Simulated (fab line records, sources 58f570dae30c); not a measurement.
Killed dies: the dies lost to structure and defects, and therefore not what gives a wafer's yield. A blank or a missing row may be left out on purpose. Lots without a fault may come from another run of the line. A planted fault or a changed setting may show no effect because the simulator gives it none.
Matching of chambers    flow berkeleyCmos170    4 sister chambers for UCB170_M1_ETCH_11 on rieDiel-04
The step etches BARC in N2/H2. 14 wafers are shown with their chamber, then 7 later ones without.

## WAFERS WITH THEIR CHAMBER
wafer   chamber  drypumpMotorCurrentA (A)  throttleValvePct (%)  oesProductAu (a.u.)
L616.2  2        5.4                       13.40                 0.942
L616.3  1        6.4                       13.35                 0.952
L616.4  0        5.7                       13.58                 1.005
L621.1  1        6.4                       13.35                 0.937
L621.2  0        5.7                       13.58                 1.006
L621.5  1        6.4                       13.35                 0.948
L620.2  3        5.7                       13.16                 0.985
L620.5  1        6.4                       13.34                 0.951
L620.6  2        5.4                       13.41                 0.951
L625.2  2        5.4                       13.40                 0.955
L625.5  0        5.7                       13.57                 1.008
L625.6  1        6.4                       13.34                 0.945
L635.2  1        6.4                       13.33                 0.938
L635.3  3        5.8                       13.15                 0.984

SIGNATURES, as means of the wafers listed above
reading               chamber 0  chamber 1  chamber 2  chamber 3  scatter within a chamber
drypumpMotorCurrentA  5.700      6.400      5.400      5.750      0.0224
throttleValvePct      13.5767    13.3433    13.4033    13.1550    0.00719
oesProductAu          1.00633    0.94517    0.94933    0.98450    0.00548
Rule: for each reading, subtract the chamber's mean from the wafer's reading, divide by that reading's scatter and square the result; add these up over the readings and take the root, which gives the wafer's distance from the chamber. The wafer belongs to the nearest chamber; if the next one is less than 2 further off, it can't be placed. The scatter is the square root of a quotient: the sum, over the shown wafers, of each reading's squared deviation from its chamber's mean, divided by wafers minus chambers.

## WAFERS WITHOUT THEIR CHAMBER
wafer   drypumpMotorCurrentA (A)  throttleValvePct (%)  oesProductAu (a.u.)
L635.4  5.7                       13.56                 1.016
L638.1  5.7                       13.55                 0.992
L638.2  5.7                       13.16                 0.981
L638.4  5.4                       13.42                 0.948
L639.1  6.3                       13.35                 0.949
L639.2  5.4                       13.38                 0.955
L639.5  6.4                       13.35                 0.966

## CHAMBER TAKEN BY EACH
wafer   from the rows above  in truth
L635.4  0                    0
L638.1  0                    0
L638.2  3                    3
L638.4  2                    2
L639.1  1                    1
L639.2  2                    2
L639.5  1                    1
Correctly placed: 7 of 7. Can't be placed from these rows: 0. Wrongly placed: 0.
